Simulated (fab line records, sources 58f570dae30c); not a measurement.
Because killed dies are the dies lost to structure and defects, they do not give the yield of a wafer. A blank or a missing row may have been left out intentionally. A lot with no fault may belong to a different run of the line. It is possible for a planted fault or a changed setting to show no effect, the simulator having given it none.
Which tool was responsible? | flow berkeley_cmos170 | 42 wafers from 14 lots sampled at 6 of the route's 331 steps

== WHAT THE GAUGES SHOWED, per wafer ==
UCB170_START_THK_MEAS_03.
lot  | measured    | on            | START_OXIDE_THK (nm)
L728 | day 1 22:23 | film_metro-01 | 20.1 20.5 20.4
L729 | day 1 22:23 | film_metro-02 | 20.2 20.4 20.4
L730 | day 2 06:55 | film_metro-03 | 19.5 19.5 19.7
L731 | day 2 17:01 | film_metro-02 | 19.0 19.1 19.3
L734 | day 3 02:42 | film_metro-01 | 20.0 20.3 20.2
L736 | day 3 12:34 | film_metro-02 | 19.3 19.3 19.2
L740 | day 4 05:25 | film_metro-01 | 20.3 20.1 20.0
L739 | day 4 05:26 | film_metro-02 | 20.2 20.0 19.7
L741 | day 4 14:11 | film_metro-01 | 20.0 19.7 20.0
L743 | day 4 23:56 | film_metro-02 | 20.3 20.5 20.2
L744 | day 5 03:33 | film_metro-02 | 20.2 20.3 20.1
L747 | day 5 16:09 | film_metro-02 | 19.9 19.8 19.9
L748 | day 5 23:25 | film_metro-02 | 20.2 20.7 20.2
L750 | day 6 09:41 | film_metro-01 | 20.4 20.2 20.3

UCB170_NLDD_TW_MEAS_11.
lot  | measured     | on            | NLDD_TW
L728 | day 8 06:12  | film_metro-03 | 2222 2231 2223
L729 | day 8 05:29  | film_metro-02 | 2229 2215 2222
L730 | day 8 15:49  | film_metro-03 | 2224 2223 2235
L731 | day 8 15:17  | film_metro-01 | 2251 2242 2245
L734 | day 9 14:57  | film_metro-03 | 2220 2234 2224
L736 | day 9 14:13  | film_metro-01 | 2241 2246 2223
L740 | day 10 05:38 | film_metro-03 | 2249 2237 2243
L739 | day 10 05:13 | film_metro-01 | 2240 2244 2233
L741 | day 10 18:55 | film_metro-03 | 2242 2234 2239
L743 | day 10 18:59 | film_metro-03 | 2328 2315 2329
L744 | day 10 18:06 | film_metro-03 | 2227 2237 2245
L747 | day 11 09:28 | film_metro-03 | 2318 2325 2318
L748 | day 11 20:13 | film_metro-02 | 2228 2228 2232
L750 | day 12 09:17 | film_metro-01 | 2246 2237 2240

UCB170_SDANNEAL_RS_MEAS_05: uses a four-point probe to measure.
lot  | measured     | on            | NLDD_RS (ohm/sq)
L728 | day 8 17:52  | film_metro-01 | 617.7 616.1 615.9
L729 | day 8 17:19  | film_metro-02 | 616.2 614.7 616.3
L730 | day 9 04:44  | film_metro-02 | 616.9 617.2 617.6
L731 | day 9 04:36  | film_metro-03 | 616.1 616.3 616.4
L734 | day 10 02:20 | film_metro-01 | 616.1 614.4 615.7
L736 | day 10 01:50 | film_metro-01 | 617.3 616.0 617.4
L740 | day 10 19:08 | film_metro-01 | 617.1 616.8 616.5
L739 | day 10 18:49 | film_metro-03 | 617.1 616.0 616.4
L741 | day 11 08:29 | film_metro-03 | 615.3 615.8 615.7
L743 | day 11 08:56 | film_metro-01 | 581.3 580.6 582.2
L744 | day 11 08:40 | film_metro-02 | 618.9 619.5 618.7
L747 | day 11 19:32 | film_metro-01 | 582.7 582.9 581.0
L748 | day 12 09:58 | film_metro-01 | 617.0 616.8 616.8
L750 | day 12 21:31 | film_metro-02 | 615.4 617.3 615.4

UCB170_M1_THK_MEAS_02: measures by xrf.
lot  | measured     | on            | M1_AL_THK (nm)
L728 | day 8 23:15  | film_metro-02 | 587 588 589
L729 | day 8 22:30  | film_metro-02 | 576 586 595
L730 | day 9 13:40  | film_metro-01 | 580 583 572
L731 | day 9 13:20  | film_metro-03 | 587 597 596
L734 | day 10 13:51 | film_metro-02 | 599 605 601
L736 | day 10 07:07 | film_metro-03 | 589 591 590
L740 | day 11 02:45 | film_metro-03 | 586 592 593
L739 | day 11 01:58 | film_metro-01 | 595 599 592
L741 | day 11 16:01 | film_metro-02 | 577 590 583
L743 | day 11 16:11 | film_metro-01 | 588 593 584
L744 | day 11 16:22 | film_metro-02 | 591 589 588
L747 | day 12 00:44 | film_metro-01 | 587 578 591
L748 | day 12 17:31 | film_metro-01 | 589 599 595
L750 | day 13 02:37 | film_metro-01 | 587 596 595

== WHICH TOOL RAN EACH LOT (tool, then ch and the chambers of the sampled wafers, then the start) ==
lot  | UCB170_PVT_STRIP_08                  | UCB170_NLDD_IMPLANT_09
L728 | plasma_asher-01 ch 0,1, day 7 08:45  | implanter-03 ch 0, day 8 05:57
L729 | plasma_asher-01 ch 0,1, day 7 08:52  | implanter-04 ch 0, day 8 05:14
L730 | plasma_asher-03 ch 0,1, day 7 18:09  | implanter-01 ch 0, day 8 15:34
L731 | plasma_asher-01 ch 0,1, day 7 18:07  | implanter-03 ch 0, day 8 15:04
L734 | plasma_asher-03 ch 0,1, day 8 09:46  | implanter-04 ch 0, day 9 14:43
L736 | plasma_asher-04 ch 0,1, day 8 15:44  | implanter-03 ch 0, day 9 13:58
L740 | plasma_asher-03 ch 0,1, day 9 12:55  | implanter-01 ch 0, day 10 05:23
L739 | plasma_asher-01 ch 0,1, day 9 12:38  | implanter-03 ch 0, day 10 04:59
L741 | plasma_asher-01 ch 0,1, day 9 19:08  | implanter-04 ch 0, day 10 18:34
L743 | plasma_asher-03 ch 0,1, day 9 18:43  | implanter-01 ch 0, day 10 18:44
L744 | plasma_asher-04 ch 0,1, day 9 18:38  | implanter-01 ch 0, day 10 17:51
L747 | plasma_asher-03 ch 0,1, day 10 11:06 | implanter-01 ch 0, day 11 09:13
L748 | plasma_asher-03 ch 0,1, day 11 04:26 | implanter-04 ch 0, day 11 19:59
L750 | plasma_asher-03 ch 0,1, day 11 12:20 | implanter-04 ch 0, day 12 09:03
- UCB170_PVT_STRIP_08: strips in O2.
- UCB170_NLDD_IMPLANT_09

== WHAT THE TOOLS THEMSELVES READ (means of the sampled wafers that have a number; where no wafer has one, the mark that the record gives instead) ==
UCB170_PVT_STRIP_08.
lot  | tool            | chamber_pressure_mTorr (mTorr) | drypump_motor_current_A (A) | o2_flow_sccm (sccm) | oes_product_au (a.u.) | strip_time_to_endpoint_s (s)
L728 | plasma_asher-01 | 3499                           | 5.9                         | 400.4               | 0.733                 | 21.60
L729 | plasma_asher-01 | 3500                           | 6.1                         | 398.5               | 0.732                 | 21.67
L730 | plasma_asher-03 | 3500                           | 6.1                         | 399.7               | 0.737                 | 21.60
L731 | plasma_asher-01 | 3500                           | 6.1                         | 398.7               | 0.737                 | 21.61
L734 | plasma_asher-03 | 3498                           | 6.1                         | 401.3               | 0.734                 | 21.60
L736 | plasma_asher-04 | 3501                           | 5.3                         | 400.2               | 0.733                 | 21.66
L740 | plasma_asher-03 | 3501                           | 5.9                         | 399.8               | 0.739                 | 21.66
L739 | plasma_asher-01 | 3502                           | 6.1                         | 399.2               | 0.736                 | 21.73
L741 | plasma_asher-01 | 3501                           | 5.9                         | 399.1               | 0.732                 | 21.67
L743 | plasma_asher-03 | 3501                           | 5.9                         | 399.7               | 0.735                 | 21.67
L744 | plasma_asher-04 | 3503                           | 5.3                         | 400.2               | 0.734                 | 21.62
L747 | plasma_asher-03 | 3500                           | 5.9                         | 401.6               | 0.737                 | 21.59
L748 | plasma_asher-03 | 3499                           | 5.9                         | 399.0               | 0.737                 | 21.63
L750 | plasma_asher-03 | 3500                           | 6.1                         | 400.2               | 0.732                 | 21.60

UCB170_NLDD_IMPLANT_09.
lot  | tool         | beam_energy_keV | end_station_pressure_torr (Torr) | tilt_deg (degrees)
L728 | implanter-03 | 29.995          | 5.04e-06                         | 6.998
L729 | implanter-04 | 29.989          | 5.33e-06                         | 7.014
L730 | implanter-01 | 29.995          | 5.41e-06                         | 6.998
L731 | implanter-03 | 29.994          | 5.17e-06                         | 7.005
L734 | implanter-04 | 29.989          | 5.26e-06                         | 7.011
L736 | implanter-03 | 30.010          | 5.37e-06                         | 6.994
L740 | implanter-01 | 29.993          | 4.98e-06                         | 7.002
L739 | implanter-03 | 30.009          | 5.25e-06                         | 6.992
L741 | implanter-04 | 30.000          | 5.10e-06                         | 7.016
L743 | implanter-01 | 38.241          | 5.45e-06                         | 7.009
L744 | implanter-01 | 30.005          | 5.35e-06                         | 6.996
L747 | implanter-01 | 38.226          | 5.09e-06                         | 6.987
L748 | implanter-04 | 30.000          | 4.77e-06                         | 7.002
L750 | implanter-04 | 29.995          | 5.48e-06                         | 6.996

== THE ANSWER, worked out from the rows above alone ==
Rule: the lots themselves supply what counts as usual. The widest of any qualifying gaps counts: lots, ordered by their means at a reading, are off when they make up no more than a third of the lots, leave a main group of 4 or more, and stand apart from it by 3 or more times the standard deviation of that group's means. If all means in a main group match to the digits the tables above print for the reading, that group is not used. Also off: a lot with no number at a reading for which 4 or more lots have one. Any other lot the step has rows for is counted as sound. After the gauges, taken in route order, come the tools' own readings; for these a lot's mean is taken, as printed above. At the first step where some lot is off, the reading lying furthest off is the one used; lots without a number count as furthest.
Off: at UCB170_NLDD_TW_MEAS_11 (NLDD_TW), L743, L747. Main group: mean 2234, sd 7.5.
A tool fits if, at a process step before that reading, it ran every lot that is off, and no sound lot after the first of them. The gauges at UCB170_NLDD_TW_MEAS_11 aren't tried: what is off there is off at UCB170_SDANNEAL_RS_MEAS_05 too, on other tools, and a gauge's error can't cause that. One fits: UCB170_NLDD_IMPLANT_09 on implanter-01. A fault onset in the window from L744 (day 10 17:51, its last sound lot) to L743 (day 10 18:44, its first lot off) fits.
On the lots that are off, the tool's own readings at UCB170_NLDD_IMPLANT_09 differ by more than 5 times the standard deviation of the sound lots' means, which bears it out; beam_energy_keV reads 38.233 there versus 29.998 on the sound lots.

== WHAT THE SIMULATOR HAD INSERTED ==
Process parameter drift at UCB170_NLDD_IMPLANT_09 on implanter-01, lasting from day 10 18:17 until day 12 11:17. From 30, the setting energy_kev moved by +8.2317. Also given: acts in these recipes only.
Lots struck among those shown: L743, L747. The rule above found the same.
